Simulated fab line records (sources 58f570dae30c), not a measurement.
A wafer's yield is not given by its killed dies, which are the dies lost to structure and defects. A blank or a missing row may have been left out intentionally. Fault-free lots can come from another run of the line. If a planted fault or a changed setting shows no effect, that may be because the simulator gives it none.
Chamber matching -- flow berkeleyCmos170 -- 4 sister chambers for UCB170_ACTIVE_ETCH_15 on rieDiel-02
The step etches Si3N4 in CH3F/Ar/O2, stops on SiO2, target depth 242 nm, time 151 s. 16 wafers are shown with their chamber, then 8 later ones without.

WAFERS, EACH WITH ITS CHAMBER
wafer,chamber,throttleValvePct (%),oesProductAu (a.u.)
L221.3,2,8.08,0.942
L221.4,3,7.96,0.903
L221.6,3,7.96,0.898
L223.1,2,8.07,0.940
L223.2,0,8.13,0.946
L223.4,1,7.90,0.945
L225.2,2,8.08,0.953
L225.3,0,8.11,0.932
L225.5,2,8.10,0.957
L226.1,3,7.97,0.898
L226.5,1,7.87,0.949
L226.6,2,8.10,0.945
L228.3,3,7.99,0.927
L228.4,0,8.10,0.953
L228.5,0,8.11,0.963
L232.1,2,8.10,0.948

SIGNATURES (means of the wafers above)
reading,chamber 0,chamber 1,chamber 2,chamber 3,scatter within a chamber
throttleValvePct,8.1125,7.8850,8.0883,7.9700,0.0142
oesProductAu,0.94850,0.94700,0.94750,0.90650,0.0104
Rule: a wafer's distance from a chamber is the root of the sum, over the readings, of the square of ((its reading less the chamber's mean) divided by the reading's scatter). The wafer belongs to the nearest chamber; if the next one is less than 2 further off, it can't be placed. The scatter: the root of (the sum of the squares of (reading less its chamber's mean) over the shown wafers, divided by (wafers less chambers)).

WAFERS WITHOUT THEIR CHAMBER
wafer,throttleValvePct (%),oesProductAu (a.u.)
L232.3,7.98,0.902
L232.6,7.98,0.907
L235.2,8.13,0.935
L235.5,8.09,0.938
L235.6,7.96,0.909
L240.2,8.12,0.946
L240.4,8.09,0.949
L240.5,8.12,0.936

EACH ONE'S CHAMBER
wafer,from the rows above,in truth
L232.3,3,3
L232.6,3,3
L235.2,can't be placed: 0 or 2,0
L235.5,can't be placed: 2 or 0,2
L235.6,3,3
L240.2,can't be placed: 0 or 2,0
L240.4,can't be placed: 2 or 0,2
L240.5,can't be placed: 0 or 2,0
Placed correctly: 3 of 8. Cannot be placed on the basis of these rows: 5; the candidates contain the true chamber in 5. Placed wrongly: 0.
